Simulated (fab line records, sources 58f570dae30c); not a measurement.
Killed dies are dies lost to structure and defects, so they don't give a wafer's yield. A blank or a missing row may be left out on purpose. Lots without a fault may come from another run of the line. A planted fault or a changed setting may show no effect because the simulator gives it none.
Which tool did it? | flow berkeley_cmos170 | 14 lots, 42 wafers sampled, at 5 steps of a route of 331

WHAT THE GAUGES READ, wafer by wafer
UCB170_FIELD_THK_MEAS_02. Usual: FIELD_OXIDE_THK 558 nm, standard deviation 9.8.
lot  | measured    | on            | FIELD_OXIDE_THK (nm) | flag
L756 | day 4 09:30 | film_metro-04 | 556 558 557          |
L759 | day 5 08:22 | film_metro-04 | 548 546 558          |
L760 | day 5 08:24 | film_metro-02 | 549 542 543          |
L761 | day 5 15:33 | film_metro-02 | 563 555 553          |
L762 | day 5 22:03 | film_metro-04 | 555 555 553          |
L764 | day 6 06:34 | film_metro-01 | 545 542 553          |
L765 | day 6 06:37 | film_metro-02 | 541 543 532          |
L769 | day 7 08:45 | film_metro-01 | 550 559 552          |
L772 | day 7 20:55 | film_metro-01 | 557 563 556          |
L773 | day 8 02:37 | film_metro-01 | 568 565 563          |
L774 | day 8 02:38 | film_metro-02 | 563 552 555          |
L776 | day 8 21:41 | film_metro-02 | 588 572 568          |
L777 | day 9 04:41 | film_metro-04 | 579 568 572          |
L779 | day 9 21:20 | film_metro-02 | 567 567 573          |

UCB170_NVT_TW_MEAS_09. Usual: NVT_TW 526, standard deviation 5.4.
lot  | measured     | on            | NVT_TW      | flag
L756 | day 5 04:19  | film_metro-02 | 517 519 519 |
L759 | day 6 01:34  | film_metro-04 | 529 529 529 |
L760 | day 6 01:43  | film_metro-03 | 529 529 533 |
L761 | day 6 12:23  | film_metro-02 | 518 521 521 |
L762 | day 6 21:26  | film_metro-02 | 519 523 520 |
L764 | day 7 04:47  | film_metro-02 | 523 525 525 |
L765 | day 7 05:21  | film_metro-03 | 529 526 531 |
L769 | day 8 09:35  | film_metro-02 | 523 522 525 |
L772 | day 9 00:35  | film_metro-04 | 475 476 477 | OFF
L773 | day 9 04:24  | film_metro-02 | 469 468 468 | OFF
L774 | day 9 04:39  | film_metro-03 | 532 533 534 |
L776 | day 10 03:08 | film_metro-02 | 520 520 518 |
L777 | day 10 07:05 | film_metro-04 | 534 536 534 |
L779 | day 10 21:44 | film_metro-02 | 520 521 522 |

UCB170_GATE_THK_MEAS_02. Usual: GATE_OXIDE_THK 6.62 nm, standard deviation 0.13.
lot  | measured     | on            | GATE_OXIDE_THK (nm) | flag
L756 | day 5 11:13  | film_metro-01 | 6.36 6.38 6.55      |
L759 | day 6 08:04  | film_metro-03 | 6.64 6.61 6.54      |
L760 | day 6 08:04  | film_metro-02 | 6.63 6.55 6.49      |
L761 | day 6 19:19  | film_metro-02 | 6.52 6.48 6.50      |
L762 | day 7 03:49  | film_metro-01 | 6.55 6.50 6.61      |
L764 | day 7 10:54  | film_metro-02 | 6.60 6.78 6.51      |
L765 | day 7 10:57  | film_metro-01 | 6.74 6.72 6.89      |
L769 | day 8 22:30  | film_metro-01 | 6.87 6.83 6.73      |
L772 | day 9 08:50  | film_metro-01 | 6.49 6.89 6.54      |
L773 | day 9 08:52  | film_metro-03 | 6.66 6.55 6.70      |
L774 | day 9 08:57  | film_metro-03 | 6.61 6.76 6.72      |
L776 | day 10 10:39 | film_metro-03 | 6.56 6.50 6.55      |
L777 | day 10 14:50 | film_metro-03 | 6.54 6.46 6.51      |
L779 | day 11 05:02 | film_metro-02 | 6.58 6.50 6.63      |

WHICH TOOL RAN EACH LOT (tool, then ch and the chambers of the sampled wafers, then the start)
lot  | UCB170_NVT_IMPLANT_07           | UCB170_NVT_STRIP_08
L756 | implanter-03 ch 0, day 5 04:05  | plasma_asher-03 ch 0, day 5 04:12
L759 | implanter-03 ch 0, day 6 01:19  | plasma_asher-03 ch 0, day 6 01:28
L760 | implanter-04 ch 0, day 6 01:28  | plasma_asher-02 ch 0,1, day 6 01:37
L761 | implanter-01 ch 0, day 6 12:08  | plasma_asher-02 ch 0,1, day 6 12:17
L762 | implanter-01 ch 0, day 6 21:11  | plasma_asher-01 ch 1, day 6 21:19
L764 | implanter-04 ch 0, day 7 04:32  | plasma_asher-02 ch 1, day 7 04:41
L765 | implanter-04 ch 0, day 7 05:08  | plasma_asher-03 ch 0,1, day 7 05:16
L769 | implanter-03 ch 0, day 8 09:21  | plasma_asher-02 ch 0,1, day 8 09:29
L772 | implanter-04 ch 0, day 9 00:20  | plasma_asher-02 ch 0,1, day 9 00:29
L773 | implanter-04 ch 0, day 9 04:09  | plasma_asher-01 ch 0,1, day 9 04:18
L774 | implanter-01 ch 0, day 9 04:26  | plasma_asher-02 ch 0,1, day 9 04:34
L776 | implanter-01 ch 0, day 10 02:53 | plasma_asher-01 ch 0,1, day 10 03:02
L777 | implanter-01 ch 0, day 10 06:50 | plasma_asher-02 ch 0,1, day 10 06:59
L779 | implanter-03 ch 0, day 10 21:29 | plasma_asher-01 ch 0,1, day 10 21:38
- UCB170_NVT_IMPLANT_07
- UCB170_NVT_STRIP_08: strips in O2.

WHAT THE TOOLS THEMSELVES READ (means of the sampled wafers that have a number; where no wafer has one, the mark that the record gives instead)
UCB170_NVT_IMPLANT_07. Usual: beam_energy_keV 49.999, standard deviation 0.016; faraday_current_uA 9.49, standard deviation 0.18.
lot  | tool         | beam_energy_keV | faraday_current_uA | flag
L756 | implanter-03 | 50.002          | 9.50               |
L759 | implanter-03 | 49.999          | 9.55               |
L760 | implanter-04 | 49.987          | 9.46               |
L761 | implanter-01 | 49.997          | 9.34               |
L762 | implanter-01 | 50.007          | 9.41               |
L764 | implanter-04 | 49.982          | 9.55               |
L765 | implanter-04 | 50.006          | 9.42               |
L769 | implanter-03 | 50.003          | 9.47               |
L772 | implanter-04 | 32.491          | 9.49               | OFF
L773 | implanter-04 | 32.506          | 9.54               | OFF
L774 | implanter-01 | 49.986          | 9.40               |
L776 | implanter-01 | 50.020          | 9.49               |
L777 | implanter-01 | 49.989          | 9.46               |
L779 | implanter-03 | 49.994          | 9.63               |

UCB170_NVT_STRIP_08. Usual: drypump_motor_current_A 5.7 A, standard deviation 0.62; oes_product_au 0.734 a.u., standard deviation 0.0046; strip_time_to_endpoint_s 21.65 s, standard deviation 0.053.
lot  | tool            | drypump_motor_current_A (A) | oes_product_au (a.u.) | strip_time_to_endpoint_s (s) | flag
L756 | plasma_asher-03 | 6.2                         | 0.730                 | 21.73                        |
L759 | plasma_asher-03 | 6.2                         | 0.732                 | 21.66                        |
L760 | plasma_asher-02 | 5.3                         | 0.738                 | 21.65                        |
L761 | plasma_asher-02 | 5.3                         | 0.735                 | 21.67                        |
L762 | plasma_asher-01 | 6.6                         | 0.737                 | 21.57                        |
L764 | plasma_asher-02 | 5.4                         | 0.737                 | 21.68                        |
L765 | plasma_asher-03 | 6.0                         | 0.735                 | 21.64                        |
L769 | plasma_asher-02 | 5.3                         | 0.730                 | 21.75                        |
L772 | plasma_asher-02 | 5.3                         | 0.730                 | 21.67                        |
L773 | plasma_asher-01 | 6.1                         | 0.737                 | 21.64                        |
L774 | plasma_asher-02 | 5.3                         | 0.729                 | 21.69                        |
L776 | plasma_asher-01 | 6.0                         | 0.737                 | 21.65                        |
L777 | plasma_asher-02 | 5.3                         | 0.735                 | 21.58                        |
L779 | plasma_asher-01 | 5.5                         | 0.733                 | 21.63                        |

THE ANSWER, worked out from the rows above alone
Rule: a lot is off if the mean of its wafers that have a number lies more than 3 standard deviations from the usual mean. A lot without any number at a reading at which 4 lots or more have one is off too. The other lots that the step has rows for count as sound. The gauges are gone through in route order, then the tools' own readings, and for those a lot's mean is taken as printed above. The first step at which some lot is off is used, and at that step the reading that is off furthest; a lot without a number counts as furthest.
Off: L772, L773, at UCB170_NVT_TW_MEAS_09 (NVT_TW).
A tool fits if, at a process step before that reading, it ran every lot that is off, and no sound lot after the first of them. The gauges at UCB170_NVT_TW_MEAS_09 aren't tried: what is off there is off at UCB170_NVT_IMPLANT_07 too, on other tools, and a gauge's error can't cause that. One fits: implanter-04 at UCB170_NVT_IMPLANT_07. Its last sound lot is L765 (day 7 05:08), its first lot that is off L772 (day 9 00:20): a fault that began between those two fits.
The tool's own readings at UCB170_NVT_IMPLANT_07 bear it out: on the lots that are off they differ by more than 5 times the standard deviation of the sound lots' means. beam_energy_keV reads 32.498 there against 49.998 on the sound lots.

WHAT THE SIMULATOR HAD PUT IN
Process parameter drift: implanter-04, from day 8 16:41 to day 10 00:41, at UCB170_NVT_IMPLANT_07. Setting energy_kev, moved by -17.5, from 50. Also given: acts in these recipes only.
Lots struck among those shown: L772, L773. The rule above found the same.
